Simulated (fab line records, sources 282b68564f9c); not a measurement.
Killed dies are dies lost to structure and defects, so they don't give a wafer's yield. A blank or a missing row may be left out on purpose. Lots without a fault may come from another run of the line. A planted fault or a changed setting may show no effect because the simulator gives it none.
A sampling plan put to the test | flow rit_cmos | one fab line, 16 faults that these records tell of, each judged on the records of the lots that it struck
The plan is the line's own looks: the steps of the route at which a gauge or an inspection reads the wafer and doesn't change it. A look can be judged if struck wafers have a number there and the file gives its usual mean and standard deviation on fault-free wafers. Caught: at a look after the fault's first step, the mean of the struck wafers lies 4 or more of those standard deviations (sigma) from the usual mean. On the tool: the same test on the tool's own readings at the fault's steps. Another recipe on the struck wafers, or a record that is blank for them alone, also counts as caught.

THE FAULTS, as the simulator had put them in
1. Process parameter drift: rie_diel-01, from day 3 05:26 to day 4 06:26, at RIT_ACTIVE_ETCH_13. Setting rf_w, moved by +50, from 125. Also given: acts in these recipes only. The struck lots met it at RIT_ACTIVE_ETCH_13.
2. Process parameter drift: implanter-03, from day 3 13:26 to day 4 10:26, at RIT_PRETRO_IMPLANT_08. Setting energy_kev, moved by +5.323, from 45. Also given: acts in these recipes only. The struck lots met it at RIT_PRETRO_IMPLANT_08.
3. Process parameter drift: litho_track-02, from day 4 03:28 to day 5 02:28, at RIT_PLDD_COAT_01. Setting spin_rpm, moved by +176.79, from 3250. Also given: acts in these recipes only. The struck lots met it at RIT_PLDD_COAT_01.
4. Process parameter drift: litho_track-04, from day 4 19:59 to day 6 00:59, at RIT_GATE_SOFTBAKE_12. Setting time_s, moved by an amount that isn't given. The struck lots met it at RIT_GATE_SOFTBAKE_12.
5. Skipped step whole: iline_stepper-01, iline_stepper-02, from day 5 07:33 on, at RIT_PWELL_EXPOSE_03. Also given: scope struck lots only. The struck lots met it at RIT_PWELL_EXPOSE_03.
6. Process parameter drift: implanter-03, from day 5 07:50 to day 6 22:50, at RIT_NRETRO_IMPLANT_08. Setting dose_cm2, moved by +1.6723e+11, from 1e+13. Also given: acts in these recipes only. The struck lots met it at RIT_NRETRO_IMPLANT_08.
7. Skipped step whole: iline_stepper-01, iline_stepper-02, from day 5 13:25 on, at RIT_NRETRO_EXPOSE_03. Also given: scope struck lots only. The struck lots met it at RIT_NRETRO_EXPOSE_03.
8. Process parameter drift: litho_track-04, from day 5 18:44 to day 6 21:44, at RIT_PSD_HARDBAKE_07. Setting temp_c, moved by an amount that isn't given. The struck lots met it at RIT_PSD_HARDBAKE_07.
9. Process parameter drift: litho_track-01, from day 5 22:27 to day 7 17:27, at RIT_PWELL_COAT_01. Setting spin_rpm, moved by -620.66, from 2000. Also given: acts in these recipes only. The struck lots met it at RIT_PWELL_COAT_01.
10. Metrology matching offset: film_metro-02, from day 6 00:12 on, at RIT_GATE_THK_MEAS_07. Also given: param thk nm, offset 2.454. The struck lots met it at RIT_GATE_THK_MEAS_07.
11. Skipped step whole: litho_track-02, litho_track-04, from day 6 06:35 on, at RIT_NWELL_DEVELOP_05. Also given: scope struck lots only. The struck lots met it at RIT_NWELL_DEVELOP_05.
12. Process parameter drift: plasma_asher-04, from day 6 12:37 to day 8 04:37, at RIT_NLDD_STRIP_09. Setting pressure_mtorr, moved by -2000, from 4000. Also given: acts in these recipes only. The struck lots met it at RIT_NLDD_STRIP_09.
13. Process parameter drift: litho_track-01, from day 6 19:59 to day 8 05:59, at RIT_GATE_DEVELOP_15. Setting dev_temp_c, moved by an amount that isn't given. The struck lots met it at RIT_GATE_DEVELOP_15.
14. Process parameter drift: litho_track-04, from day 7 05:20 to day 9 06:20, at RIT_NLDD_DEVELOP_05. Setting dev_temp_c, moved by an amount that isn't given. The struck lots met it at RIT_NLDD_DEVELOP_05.
15. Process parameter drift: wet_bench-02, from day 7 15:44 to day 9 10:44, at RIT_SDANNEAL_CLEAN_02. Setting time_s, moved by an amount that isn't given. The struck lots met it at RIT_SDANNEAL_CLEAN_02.
16. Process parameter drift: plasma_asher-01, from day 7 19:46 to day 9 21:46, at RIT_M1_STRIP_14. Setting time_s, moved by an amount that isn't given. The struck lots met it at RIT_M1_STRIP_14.

WHAT THE PLAN SAW
fault | on the tool itself                               | first look that catches it                      | reading, sigma | median hours from its first step to that look | hours from the fault's start to the first struck lot there | judged looks passed uncaught
1     | rf_fwd_power_W +99 or beyond sigma               | no look after it can be judged                  | -              | -                                             | -                                                          | 0
2     | beam_energy_keV +99 or beyond sigma              | no look after it can be judged                  | -              | -                                             | -                                                          | 0
3     | spin_speed_rpm +74 sigma                         | no look after it can be judged                  | -              | -                                             | -                                                          | 0
4     | run_length_s -99 or beyond sigma                 | no look after it can be judged                  | -              | -                                             | -                                                          | 0
5     | no reading that can be judged                    | no look after it can be judged                  | -              | -                                             | -                                                          | 0
6     | dose_ions_cm2 +14 sigma                          | no look after it can be judged                  | -              | -                                             | -                                                          | 0
7     | no reading that can be judged                    | not the one look that can be judged after it    | -              | -                                             | -                                                          | 1
8     | heater_power_total_W -62 sigma                   | no look after it can be judged                  | -              | -                                             | -                                                          | 0
9     | spin_speed_rpm -99 or beyond sigma               | not the one look that can be judged after it    | -              | -                                             | -                                                          | 1
10    | GATE_OXIDE_THK +39 sigma                         | none of the 2 looks that can be judged after it | -              | -                                             | -                                                          | 2
11    | the tool's record is blank for the struck wafers | none of the 3 looks that can be judged after it | -              | -                                             | -                                                          | 3
12    | chamber_pressure_mTorr -99 or beyond sigma       | not the one look that can be judged after it    | -              | -                                             | -                                                          | 1
13    | developer_temp_C +7.1 sigma                      | no look after it can be judged                  | -              | -                                             | -                                                          | 0
14    | developer_temp_C +9.8 sigma                      | no look after it can be judged                  | -              | -                                             | -                                                          | 0
15    | run_length_s -68 sigma                           | no look after it can be judged                  | -              | -                                             | -                                                          | 0
16    | run_length_s +99 or beyond sigma                 | not the one look that can be judged after it    | -              | -                                             | -                                                          | 1
A dash: the fault isn't caught, or these records don't give the number.

Caught at a look: 0 of 16. Caught on the tool: 14 of 16. By one or the other: 14 of 16.
Caught on the tool alone: faults 1, 2, 3, 4, 6, 8, 9, 10, 11, 12, 13, 14, 15, 16.
Caught by neither: faults 5, 7.
